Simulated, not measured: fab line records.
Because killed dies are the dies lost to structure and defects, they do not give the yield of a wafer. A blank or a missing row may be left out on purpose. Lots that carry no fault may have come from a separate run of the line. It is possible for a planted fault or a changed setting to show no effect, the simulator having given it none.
Split-lot trial :: flow rit_cmos :: 5 lots, 23 wafers read, on a route of 202 steps

THE SPLIT ITSELF
At RIT_PRETRO_IMPLANT_08, the setting energy_kev was moved away from the recipe's 45 on 9 of the 23 wafers read, by -5.2% to +5.6%. For the rest of the wafers, this setting stayed at what the recipe calls for.

The reading is taken at the split's own step.

THE READING
The simulator's own value implant.drp_nm, read by no gauge, in nm at RIT_PRETRO_IMPLANT_08. No usual value for it is given in the file.

wafer: L074.1
tool, chamber at the split: implanter-03, 0
energy_kev as run: 45
against the recipe: recipe
implant.drp_nm, nm: 55.07
against lot-mates on the recipe: -

wafer: L074.2
tool, chamber at the split: implanter-03, 0
energy_kev as run: 45
against the recipe: recipe
implant.drp_nm, nm: 55.07
against lot-mates on the recipe: -

wafer: L074.6
tool, chamber at the split: implanter-03, 0
energy_kev as run: 45
against the recipe: recipe
implant.drp_nm, nm: 55.07
against lot-mates on the recipe: -

wafer: L074.3
tool, chamber at the split: implanter-03, 0
energy_kev as run: 42.66
against the recipe: -5.2%
implant.drp_nm, nm: 53.34
against lot-mates on the recipe: -1.73

wafer: L074.4
tool, chamber at the split: implanter-03, 0
energy_kev as run: 42.66
against the recipe: -5.2%
implant.drp_nm, nm: 53.34
against lot-mates on the recipe: -1.73

wafer: L075.2
tool, chamber at the split: implanter-03, 0
energy_kev as run: 45
against the recipe: recipe
implant.drp_nm, nm: 55.07
against lot-mates on the recipe: -

wafer: L075.3
tool, chamber at the split: implanter-03, 0
energy_kev as run: 45
against the recipe: recipe
implant.drp_nm, nm: 55.07
against lot-mates on the recipe: -

wafer: L075.4
tool, chamber at the split: implanter-03, 0
energy_kev as run: 47.37
against the recipe: +5.3%
implant.drp_nm, nm: 56.76
against lot-mates on the recipe: +1.69

wafer: L075.5
tool, chamber at the split: implanter-03, 0
energy_kev as run: 47.37
against the recipe: +5.3%
implant.drp_nm, nm: 56.76
against lot-mates on the recipe: +1.69

wafer: L075.6
tool, chamber at the split: implanter-03, 0
energy_kev as run: 47.37
against the recipe: +5.3%
implant.drp_nm, nm: 56.76
against lot-mates on the recipe: +1.69

wafer: L080.1
tool, chamber at the split: implanter-01, 0
energy_kev as run: 45
against the recipe: recipe
implant.drp_nm, nm: 55.07
against lot-mates on the recipe: -

wafer: L080.2
tool, chamber at the split: implanter-01, 0
energy_kev as run: 45
against the recipe: recipe
implant.drp_nm, nm: 55.07
against lot-mates on the recipe: -

wafer: L080.5
tool, chamber at the split: implanter-01, 0
energy_kev as run: 45
against the recipe: recipe
implant.drp_nm, nm: 55.07
against lot-mates on the recipe: -

wafer: L081.1
tool, chamber at the split: implanter-02, 0
energy_kev as run: 43.34
against the recipe: -3.7%
implant.drp_nm, nm: 53.85
against lot-mates on the recipe: -1.22

wafer: L081.3
tool, chamber at the split: implanter-02, 0
energy_kev as run: 43.34
against the recipe: -3.7%
implant.drp_nm, nm: 53.85
against lot-mates on the recipe: -1.22

wafer: L081.2
tool, chamber at the split: implanter-02, 0
energy_kev as run: 45
against the recipe: recipe
implant.drp_nm, nm: 55.07
against lot-mates on the recipe: -

wafer: L081.4
tool, chamber at the split: implanter-02, 0
energy_kev as run: 45
against the recipe: recipe
implant.drp_nm, nm: 55.07
against lot-mates on the recipe: -

wafer: L081.6
tool, chamber at the split: implanter-02, 0
energy_kev as run: 45
against the recipe: recipe
implant.drp_nm, nm: 55.07
against lot-mates on the recipe: -

wafer: L082.2
tool, chamber at the split: implanter-01, 0
energy_kev as run: 47.54
against the recipe: +5.6%
implant.drp_nm, nm: 56.88
against lot-mates on the recipe: +1.81

wafer: L082.3
tool, chamber at the split: implanter-01, 0
energy_kev as run: 47.54
against the recipe: +5.6%
implant.drp_nm, nm: 56.88
against lot-mates on the recipe: +1.81

wafer: L082.4
tool, chamber at the split: implanter-01, 0
energy_kev as run: 45
against the recipe: recipe
implant.drp_nm, nm: 55.07
against lot-mates on the recipe: -

wafer: L082.5
tool, chamber at the split: implanter-01, 0
energy_kev as run: 45
against the recipe: recipe
implant.drp_nm, nm: 55.07
against lot-mates on the recipe: -

wafer: L082.6
tool, chamber at the split: implanter-01, 0
energy_kev as run: 45
against the recipe: recipe
implant.drp_nm, nm: 55.07
against lot-mates on the recipe: -

THE FIT
A straight line over all 23 wafers: implant.drp_nm changes by +0.325 nm for each +1% of energy_kev; r = +1.00; the points scatter about the line by 0.014 nm.
The same after taking each lot's own level away (the mean of its wafers on the recipe; 23 wafers): +0.325 nm for each +1%; r = +1.00; scatter 0.014 nm.
That fit puts the effect of the largest move of energy_kev on the reading at 1.8 nm.
The lots' own levels span 55.070 to 55.070 nm.
So the lot-to-lot level changes the slope little: the two slopes agree.
Check: with one of the wafers moved furthest among these (+5.6%) left out of the fit, the line predicts +1.83 nm for it against its lot-mates. Against them it came out at +1.81 nm.

THESE WAFERS: OTHER SPLITS
Note: prior to the reading, these wafers also went through further splits. Each is held against what the fit with the lots' levels taken away leaves over:
other split on the same wafers: RIT_ACTIVE_OXIDATION_01 temp_c
wafers away from the commonest value: 15
r with implant.drp_nm (lot level and that fit taken away): +0.01

other split on the same wafers: RIT_ACTIVE_EXPOSE_08 dose_mj
wafers away from the commonest value: 6
r with implant.drp_nm (lot level and that fit taken away): +0.06

other split on the same wafers: RIT_ACTIVE_ETCH_13 time_s
wafers away from the commonest value: 7
r with implant.drp_nm (lot level and that fit taken away): -0.15

other split on the same wafers: RIT_NWELL_COAT_01 resist_thk_nm
wafers away from the commonest value: 10
r with implant.drp_nm (lot level and that fit taken away): +0.04

other split on the same wafers: RIT_NWELL_IMPLANT_08 dose_cm2
wafers away from the commonest value: 4
r with implant.drp_nm (lot level and that fit taken away): -0.07

other split on the same wafers: RIT_PWELL_STRIP_09 o2_flow_sccm
wafers away from the commonest value: 9
r with implant.drp_nm (lot level and that fit taken away): +0.23

other split on the same wafers: RIT_NRETRO_IMPLANT_08 energy_kev
wafers away from the commonest value: 8
r with implant.drp_nm (lot level and that fit taken away): +0.19

other split on the same wafers: RIT_PRETRO_COAT_01 resist_thk_nm
wafers away from the commonest value: 8
r with implant.drp_nm (lot level and that fit taken away): -0.07

THE WHOLE CHAIN: every reading that the file lists as answering this split, in the file's order
step: RIT_PRETRO_IMPLANT_08
what it does: 
reading: implant.rp_nm (the simulator's own value, which no gauge read)
change (the file's fit): +1.36 nm for each +1% of the setting
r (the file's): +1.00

step: RIT_PRETRO_IMPLANT_08
what it does: 
reading: implant.drp_nm (the simulator's own value, which no gauge read)
change (the file's fit): +0.325 nm for each +1% of the setting
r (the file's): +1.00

THE FILE'S OWN FIT
implant.drp_nm changes by +0.325 nm for each +1% of energy_kev, r = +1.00.
